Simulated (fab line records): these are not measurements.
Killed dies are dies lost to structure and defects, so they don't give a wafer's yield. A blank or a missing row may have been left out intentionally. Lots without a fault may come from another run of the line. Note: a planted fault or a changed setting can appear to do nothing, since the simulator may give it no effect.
8D (eight disciplines) problem report, filled in by code	flow berkeleyCmos170	the parts of the form that need people (team, actions taken, sign-off) are left out

1. WHAT WENT WRONG
Wafers without a fault read 495.1 W, standard deviation 1.7; rfFwdPowerW at UCB170_M2_ETCH_17 reads a mean of 415.4 W on 6 wafers belonging to 2 lots. Measured from the usual mean, that is -47 standard deviations.
The step: etches BARC in N2/H2.
First seen on wafer L295.3, day 10 22:19, on rieDiel-02. At this step, 42 wafers from 14 lots have a number in the record. Rule for "out", or "out of limits": more than 4 standard deviations from the usual mean. The rest of the wafers with a number are treated as sound.

2. WHAT IT IS, AND WHAT IT ISN'T
question	is	is not
which readings at this step	rfFwdPowerW	chamberPressureMTorr, drypumpMotorCurrentA, n2FlowSccm, throttleValvePct
which lots	L292, L295	L281, L282, L285, L286, L287, L288, L289, L291, L293, L294, L296, L303
which wafers of those lots	all that have a number	-
read on which tools	rieDiel-02	rieDiel-01, rieDiel-04
when	from day 10 22:19	up to then (33 sound wafers); but 3 sound wafers of L303 came after

3. WHAT RULES OUT EACH SUSPECT
Counting: a tool at a process step up to the reading stays a suspect if it ran every lot that is out and no sound lot after the first of them.
- plasmaAsher-01 at UCB170_NWELL_STRIP_15 (strips in O2): ruled out as a lasting fault. The sound lots L294, L296, L303 went through it after L292, its earliest lot that is out (day 4 23:19).
- rieDiel-02 at UCB170_M2_ETCH_17 (etches BARC in N2/H2): kept. It ran every lot that is out, first L295 (day 10 22:19), and no sound lot after that; its last sound lot up to then is L294 (day 10 21:26). Its own rfFwdPowerW readings are out on those wafers.
The count leaves rieDiel-02 at UCB170_M2_ETCH_17.

4. THE CAUSE (what the simulator had put in)
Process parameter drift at UCB170_M2_ETCH_17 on rieDiel-02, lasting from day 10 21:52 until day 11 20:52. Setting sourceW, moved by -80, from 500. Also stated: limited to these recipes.
This tool alone remained once counting was done.

5. THE EFFECT CHAIN, in route order
One row per reading whose mean, taken over the struck wafers that have a number, lies over 3 standard deviations from the usual. Only readings whose record carries a usual standard deviation are examined. hours: median over the lots of the time between each lot's start at the first step of this table that gives one and its start at this step. sigmas: the change, counted in usual standard deviations.
hours	step	reading	usual	on struck wafers	change	sigmas
0	UCB170_M2_ETCH_17	rfFwdPowerW	495.1 W	415.4	-79.7	-47
Its process steps:
- UCB170_M2_ETCH_17: etches BARC in N2/H2.

6. WHAT WOULD HAVE CAUGHT IT SOONER
In this record no reading fell out of limits until day 10 22:19, 0 hours after the fault had begun at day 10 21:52.
